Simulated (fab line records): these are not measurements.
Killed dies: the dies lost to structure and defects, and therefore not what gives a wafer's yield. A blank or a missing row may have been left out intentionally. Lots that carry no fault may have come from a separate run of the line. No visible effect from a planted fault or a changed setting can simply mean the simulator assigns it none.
Which tool was responsible?    flow berkeley-cmos170    Sampling: 15 lots, 45 wafers, 4 of 331 route steps

== WHAT THE GAUGES SHOWED, per wafer ==
UCB170_ACTIVE_CD_MEAS_90: the cd target is 1200 nm.
lot   measured     on         cd-nm (nm)
L284  day 4 02:19  cd-sem-02  1201.4 1200.7 1201.4
L285  day 4 02:49  cd-sem-02  1199.9 1199.0 1198.3
L287  day 4 13:40  cd-sem-02  1200.7 1200.9 1201.2
L288  day 4 23:46  cd-sem-01  1201.1 1202.1 1200.8
L291  day 5 14:59  cd-sem-01  1200.9 1201.3 1200.8
L290  day 5 15:11  cd-sem-02  1197.2 1195.7 1197.8
L293  day 5 20:49  cd-sem-02  1200.4 1199.4 1197.6
L294  day 6 07:36  cd-sem-01  1199.0 1198.2 1199.9
L296  day 6 20:52  cd-sem-02  1199.3 1198.3 1199.9
L299  day 7 11:49  cd-sem-01  1199.0 1198.9 1199.2
L302  day 8 14:11  cd-sem-02  1200.4 1199.8 1200.4
L303  day 8 23:38  cd-sem-02  1198.6 1199.4 1198.4
L305  day 9 05:23  cd-sem-02  1201.6 1202.2 1202.2
L307  day 9 05:30  cd-sem-02  1200.9 1200.8 1200.0
L306  day 9 05:47  cd-sem-01  1198.2 1198.7 1198.8

UCB170_V1_THK_MEAS_04.
lot   measured      on             V1_POLISHED_THK (nm)
L284  day 7 04:26   film-metro-03  1002.2 1000.9 1002.1
L285  day 7 04:26   film-metro-01  1001.3 1001.8 1000.9
L287  day 8 01:33   film-metro-01  998.0 1000.7 999.3
L288  day 8 11:13   film-metro-02  1001.6 1000.8 1001.4
L291  day 8 20:35   film-metro-03  999.8 1001.1 999.8
L290  day 8 20:35   film-metro-02  1000.9 1000.1 1001.5
L293  day 9 09:59   film-metro-03  1001.8 1000.2 999.7
L294  day 10 01:56  film-metro-01  1002.4 1001.4 1001.2
L296  day 10 01:56  film-metro-02  1003.3 1001.5 1000.6
L299  day 10 17:33  film-metro-03  1001.7 1001.3 1003.4
L302  day 11 10:26  film-metro-03  1002.6 1001.7 1002.4
L303  day 11 15:15  film-metro-03  1001.9 1001.7 1000.6
L305  day 11 20:52  film-metro-01  1002.3 1000.6 1002.7
L307  day 12 00:28  film-metro-02  1000.3 1000.0 1000.5
L306  day 11 19:32  film-metro-03  1003.9 1000.9 1000.4

UCB170_V2_CD_MEAS_90: the cd target is 700 nm.
lot   measured      on         cd-nm (nm)
L284  day 7 14:48   cd-sem-02  700.0 701.2 702.3
L285  day 7 14:34   cd-sem-02  697.9 698.2 696.9
L287  day 8 12:20   cd-sem-01  700.8 701.4 699.1
L288  day 8 22:03   cd-sem-02  701.1 698.7 699.9
L291  day 9 06:23   cd-sem-01  697.6 700.2 700.2
L290  day 9 06:06   cd-sem-01  699.7 699.0 697.3
L293  day 9 18:27   cd-sem-01  699.9 700.0 700.0
L294  day 10 11:29  cd-sem-02  698.5 700.1 698.1
L296  day 10 11:34  cd-sem-01  700.6 700.5 700.7
L299  day 11 01:34  cd-sem-02  696.9 697.2 697.1
L302  day 11 20:21  cd-sem-02  701.8 699.2 700.5
L303  day 11 23:13  cd-sem-02  701.4 700.7 702.0
L305  day 12 06:12  cd-sem-02  698.1 697.9 698.0
L307  day 12 07:31  cd-sem-01  699.2 699.4 699.5
L306  day 12 03:11  cd-sem-02  697.7 700.6 699.9

== EACH LOT AND THE TOOL THAT RAN IT (in order: tool; ch and the chambers of the sampled wafers; start) ==
lot   UCB170_SILICIDE_PRE_CLEAN_00
L284  pvd-sputter-04, day 6 14:55
L285  pvd-sputter-02, day 6 14:55
L287  pvd-sputter-02, day 7 07:11
L288  pvd-sputter-02, day 7 21:10
L291  pvd-sputter-04, day 8 08:55
L290  pvd-sputter-02, day 8 08:31
L293  pvd-sputter-02, day 8 20:38
L294  pvd-sputter-03, day 9 13:46
L296  pvd-sputter-02, day 9 14:03
L299  pvd-sputter-03, day 10 03:50
L302  pvd-sputter-02, day 10 20:17
L303  pvd-sputter-02, day 11 01:27
L305  pvd-sputter-02, day 11 09:37
L307  pvd-sputter-04, day 11 09:33
L306  pvd-sputter-03, day 11 08:37
- UCB170_SILICIDE_PRE_CLEAN_00: preclean etch time 60 s.

== WHAT THE TOOLS THEMSELVES READ (means of the sampled wafers that have a number; where no wafer has one, the mark that the record gives instead) ==
The record holds no such reading with a usual standard deviation.

== THE ANSWER, worked out from the rows above alone ==
Rule: the lots themselves supply what counts as usual. The widest of any qualifying gaps counts: lots, ordered by their means at a reading, are off when they make up no more than a third of the lots, leave a main group of 4 or more, and stand apart from it by 3 or more times the standard deviation of that group's means. A main group is skipped when, at the precision printed for the reading in the tables above, its means are all equal. Also off: a lot with no number at a reading for which 4 or more lots have one. All remaining lots with rows at the step are treated as sound. The gauges are gone through in route order, then the tools' own readings, and for those a lot's mean is taken as printed above. The first step at which some lot is off is used, and at that step the reading that is off furthest; a lot without a number counts as furthest.
No lot is off at any reading shown: from this, nothing can be told.

== WHAT THE SIMULATOR HAD PUT IN ==
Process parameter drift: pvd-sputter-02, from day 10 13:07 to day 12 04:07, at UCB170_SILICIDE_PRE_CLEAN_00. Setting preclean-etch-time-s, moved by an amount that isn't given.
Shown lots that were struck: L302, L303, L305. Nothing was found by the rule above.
